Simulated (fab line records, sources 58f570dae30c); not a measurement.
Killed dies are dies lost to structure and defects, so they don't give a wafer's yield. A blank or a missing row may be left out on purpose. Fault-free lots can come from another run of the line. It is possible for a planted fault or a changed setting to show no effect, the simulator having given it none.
Comparing a struck lot with a sound one + flow berkeley-cmos170 + 16 out of 331 route steps
Sound: the wafers L407.1, L407.2, L407.5. The struck wafers were L400.1, L400.4, L400.5. The cause is given at the end.
Each step with rows lists, per side, the tool, then ch with its chambers, then its first start. Under that, the readings that differ: sound wafers + struck wafers + difference of the means + sigmas: that difference in standard deviations of wafers without a fault.
alike: same words and numbers on both sides, and readings whose means sit less than 2 such deviations apart. not compared: any withheld reading, any reading some wafer has no value for, any bound like >300 that may hide the same value, and any number with overlapping values for which the record gives no deviation.
Wherever a step has rows on one side only, a row that says differs or no value, or a row with sigmas, the two part there. Non-overlapping numbers with no deviation appear without sigmas and do not part them. A reading that every wafer of one side lacks parts them only if that side has two wafers or more.

UCB170_PWELL_THK_MEAS_03:
  sound: film-metro-01 at day 6 17:58; struck: film-metro-04 at day 5 09:56
  alike: PWELL_OXIDE_THK
then, 2 steps without rows for these wafers: UCB170_PWELL_ANNEAL_04 (time 900 s); UCB170_PWELL_CVD_05 (deposits Si3N4 from SiH2Cl2/NH3, target thk 220 nm, time 3300 s).
UCB170_PWELL_THK_MEAS_06:
  sound: film-metro-04 at day 7 03:29; struck: film-metro-04 at day 5 13:40
  alike: PWELL_NITRIDE_THK
then, 6 steps without rows for these wafers: UCB170_PWELL_HMDS_07 (prime time 60 s); UCB170_PWELL_COAT_08 (resist thk 900 nm); UCB170_PWELL_SOFTBAKE_09 (time 60 s); UCB170_PWELL_EXPOSE_10 (exposes mask PWELL, target cd 3000 nm); UCB170_PWELL_PEB_11; UCB170_PWELL_DEVELOP_12 (develop time 45 s).
UCB170_PWELL_OVL_MEAS_13:
  sound: overlay-01 at day 7 04:43; struck: overlay-02 at day 5 14:52
  alike: PWELL_OVL
UCB170_PWELL_ETCH_14: etches Si3N4 in CH3F/Ar/O2, stops on SiO2, target depth 242 nm, time 151 s.
  sound on rie-diel-02 ch 2,3, day 7 04:45; struck on rie-diel-02 ch 0,1,2, day 5 14:55
  alike: drypump-motor-current-A, oes-product-au, throttle-valve-pct
  not compared: rf-hours-counter-h
UCB170_PWELL_IMPLANT_15:
  sound on implanter-04 ch 0, day 7 04:51; struck on implanter-03 ch 0, day 5 15:20
UCB170_PWELL_STRIP_16: strips in O2.
  sound on plasma-asher-02 ch 0,1, day 7 05:00; struck on plasma-asher-02 ch 0,1, day 5 15:29
  alike: drypump-motor-current-A, oes-product-au, strip-time-to-endpoint-s
  not compared: rf-hours-counter-h
UCB170_PWELL_TW_MEAS_17:
  sound: film-metro-01 at day 7 05:06; struck: film-metro-03 at day 5 15:39
| reading  | sound             | struck            | difference | sigmas |
|----------|-------------------|-------------------|------------|--------|
| PWELL_TW | 375.8 377.2 377.1 | 466.3 466.2 467.2 | +89.9      | +53    |
then, 1 step without rows for these wafers: UCB170_PWELL_CLEAN_18 (cleans in SPM, time 600 s).

== WHERE THEY PART ==
At UCB170_PWELL_TW_MEAS_17 and nowhere else, as far as this record goes.

WHY: whatever the simulator had introduced
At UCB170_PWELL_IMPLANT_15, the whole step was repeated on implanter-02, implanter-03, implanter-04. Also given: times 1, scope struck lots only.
